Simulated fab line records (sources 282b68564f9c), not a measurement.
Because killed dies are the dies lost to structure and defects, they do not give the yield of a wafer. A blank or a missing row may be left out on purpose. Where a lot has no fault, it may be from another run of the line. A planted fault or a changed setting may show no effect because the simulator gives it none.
Lot-split experiment + flow ritCmos + 23 wafers read across 5 lots, on a route 202 steps long

== THE SPLIT ITSELF ==
At RIT_FOX2_OXIDATION_00 (target thk 350.7 nm, ox time 1130 s), the setting oxTimeS was moved away from the recipe's 1130 s on 15 of the 23 wafers read, by -12.3% to -7.4%. All remaining wafers had this setting at the recipe value.

There is no step in the file separating the split from the reading.

== THE READING ==
FOX2_OXIDE_THK at RIT_FOX2_THK_MEAS_01, in nm. Fault-free wafers of this fab line usually give 350 nm, standard deviation 5.3 nm.

| wafer  | tool, chamber at the split | oxTimeS as run, s | against the recipe | FOX2_OXIDE_THK, nm | against lot-mates on the recipe |
|--------|----------------------------|-------------------|--------------------|--------------------|---------------------------------|
| L074.2 | -, -                       | 998.1             | -11.7%             | 323                | no lot-mate on the recipe       |
| L074.3 | -, -                       | 998.1             | -11.7%             | 322                | no lot-mate on the recipe       |
| L074.4 | -, -                       | 998.1             | -11.7%             | 320                | no lot-mate on the recipe       |
| L074.5 | -, -                       | 998.1             | -11.7%             | 327                | no lot-mate on the recipe       |
| L074.6 | -, -                       | 998.1             | -11.7%             | 322                | no lot-mate on the recipe       |
| L075.1 | -, -                       | 1130              | recipe             | 354                | -                               |
| L075.2 | -, -                       | 1130              | recipe             | 350                | -                               |
| L075.3 | -, -                       | 1130              | recipe             | 355                | -                               |
| L075.4 | -, -                       | 1130              | recipe             | 353                | -                               |
| L075.6 | -, -                       | 1130              | recipe             | 356                | -                               |
| L081.1 | furnace-04, 0              | 1130              | recipe             | 345                | -                               |
| L081.2 | furnace-04, 0              | 1130              | recipe             | 349                | -                               |
| L081.6 | furnace-04, 0              | 1130              | recipe             | 349                | -                               |
| L082.1 | -, -                       | 991.5             | -12.3%             | 332                | no lot-mate on the recipe       |
| L082.2 | -, -                       | 991.5             | -12.3%             | 327                | no lot-mate on the recipe       |
| L082.3 | -, -                       | 991.5             | -12.3%             | 328                | no lot-mate on the recipe       |
| L082.4 | -, -                       | 991.5             | -12.3%             | 329                | no lot-mate on the recipe       |
| L082.6 | -, -                       | 991.5             | -12.3%             | 326                | no lot-mate on the recipe       |
| L084.1 | -, -                       | 1046              | -7.4%              | 332                | no lot-mate on the recipe       |
| L084.2 | -, -                       | 1046              | -7.4%              | 334                | no lot-mate on the recipe       |
| L084.4 | -, -                       | 1046              | -7.4%              | 332                | no lot-mate on the recipe       |
| L084.5 | -, -                       | 1046              | -7.4%              | 331                | no lot-mate on the recipe       |
| L084.6 | -, -                       | 1046              | -7.4%              | 335                | no lot-mate on the recipe       |

THE FIT
A straight line over all 23 wafers: FOX2_OXIDE_THK changes by +2.15 nm for each +1% of oxTimeS; r = +0.95; the points scatter about the line by 3.8 nm.
Too few moved wafers have a lot-mate on the recipe to fit a line with each lot's own level taken away.

== THE WHOLE CHAIN: every reading that the file lists as answering this split, in the file's order ==
| step                  | what it does                        | reading                                                                          | change (the file's fit)              | r (the file's) |
|-----------------------|-------------------------------------|----------------------------------------------------------------------------------|--------------------------------------|----------------|
| RIT_FOX2_OXIDATION_00 | target thk 350.7 nm, ox time 1130 s | SiO2_of_FOX2_OXIDATION_00.thkNm (the simulator's own value, which no gauge read) | +2.16 nm for each +1% of the setting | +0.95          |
| RIT_FOX2_THK_MEAS_01  |                                     | FOX2_OXIDE_THK                                                                   | +2.16 for each +1% of the setting    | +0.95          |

== FILE'S OWN FIT ==
FOX2_OXIDE_THK changes by +2.16 nm for each +1% of oxTimeS, r = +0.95.
